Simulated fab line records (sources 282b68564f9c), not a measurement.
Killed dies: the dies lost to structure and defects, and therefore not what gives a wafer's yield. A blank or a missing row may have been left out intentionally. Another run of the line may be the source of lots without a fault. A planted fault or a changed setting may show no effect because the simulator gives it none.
Split-lot study    flow rit-cmos    on a route of 202 steps: 5 lots, 23 wafers read

## ON THE SPLIT
At RIT_M1_SPUTTER_00 (material Al, target thk 400 nm, time 500 s), the setting time-s was moved away from the recipe's 500 s on 10 of the 23 wafers read, by +4.1% to +11.4%. For the rest of the wafers, this setting stayed at what the recipe calls for.

## THE PATH FROM SPLIT TO READING: the file shows 1 step between them
- RIT_M1_RS_MEAS_01: measures by four-point-probe

## THE READING
M1_AL_THK, in nm, at RIT_M1_THK_MEAS_02 (measures by xrf). A value of 401 nm with a standard deviation of 4 nm is what fault-free wafers of this fab line usually give.

wafer   tool, chamber at the split  time-s as run, s  against the recipe  M1_AL_THK, nm  against lot-mates on the recipe
L074.1  pvd-sputter-03, -           500               recipe              401            -
L074.2  pvd-sputter-03, -           544.9             +9.0%               433            +34
L074.3  pvd-sputter-03, -           544.9             +9.0%               436            +37
L074.5  pvd-sputter-03, -           500               recipe              398            -
L074.6  pvd-sputter-03, -           500               recipe              397            -
L075.2  pvd-sputter-04, -           556.9             +11.4%              452            +51
L075.3  pvd-sputter-04, -           500               recipe              401            -
L075.4  pvd-sputter-04, -           556.9             +11.4%              445            +44
L075.5  pvd-sputter-04, -           556.9             +11.4%              449            +48
L075.6  pvd-sputter-04, -           500               recipe              401            -
L076.1  pvd-sputter-04, -           551.1             +10.2%              436            +39
L076.2  pvd-sputter-04, -           500               recipe              399            -
L076.4  pvd-sputter-04, -           551.1             +10.2%              434            +37
L076.5  pvd-sputter-04, -           500               recipe              394            -
L076.6  pvd-sputter-04, -           500               recipe              398            -
L078.1  pvd-sputter-04, -           500               recipe              410            -
L078.4  pvd-sputter-04, -           500               recipe              400            -
L078.5  pvd-sputter-04, -           500               recipe              402            -
L084.1  pvd-sputter-04, -           500               recipe              405            -
L084.2  pvd-sputter-04, -           520.6             +4.1%               415            +14
L084.4  pvd-sputter-04, -           500               recipe              398            -
L084.5  pvd-sputter-04, -           520.6             +4.1%               412            +10
L084.6  pvd-sputter-04, -           520.6             +4.1%               416            +14

THE FIT
A straight line over all 23 wafers: M1_AL_THK changes by +3.93 nm for each +1% of time-s; r = +0.98; the points scatter about the line by 4 nm.
The same after taking each lot's own level away (the mean of its wafers on the recipe; 23 wafers): +4.01 nm for each +1%; r = +0.99; scatter 3.2 nm.
According to that fit, moving time-s by its largest amount changes the reading by 46 nm.
Measured against the standard deviation above, the lots' own levels, which go from 397.0 to 404.0 nm, span 1.8 times it.
Consequently the slope shifts little with the lot-to-lot level, the two slopes agreeing.
Check: +44 nm against its lot-mates is what the line predicts for one of the wafers moved furthest among these (+11.4%) when that wafer is left out of the fit. It came out at +51 nm against them.

## THE OTHER SPLITS THESE WAFERS WENT THROUGH
Other splits were also applied to these wafers ahead of the reading. Each is held against what the fit with the lots' levels taken away leaves over:
other split on the same wafers         wafers away from the commonest value  r with M1_AL_THK (lot level and that fit taken away)
RIT_NSD_COAT_01 spin-rpm               5                                     +0.21
RIT_PSD_IMPLANT_08 energy-kev          10                                    +0.11
RIT_SILICIDE_SPUTTER_01 power-w        11                                    +0.26
RIT_CONTACT_CVD_00 time-s              7                                     -0.16
RIT_CONTACT_DEVELOP_07 develop-time-s  12                                    +0.03
RIT_CONTACT_ETCH_11 over-etch-frac     8                                     +0.07

## THE WHOLE CHAIN: every reading that the file lists as answering this split, in the file's order
step                what it does                                reading                                                                      change (the file's fit)                r (the file's)
RIT_M1_SPUTTER_00   material Al, target thk 400 nm, time 500 s  Al_of_M1_SPUTTER_00.thk-nm (the simulator's own value, which no gauge read)  +4.03 nm for each +1% of the setting   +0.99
RIT_M1_RS_MEAS_01   measures by four-point-probe                M1_AL_RS                                                                     -0.000695 for each +1% of the setting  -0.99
RIT_M1_THK_MEAS_02  measures by xrf                             M1_AL_THK                                                                    +3.95 for each +1% of the setting      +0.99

## THE FILE'S OWN FIT
M1_AL_THK changes by +3.95 nm for each +1% of time-s, r = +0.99.
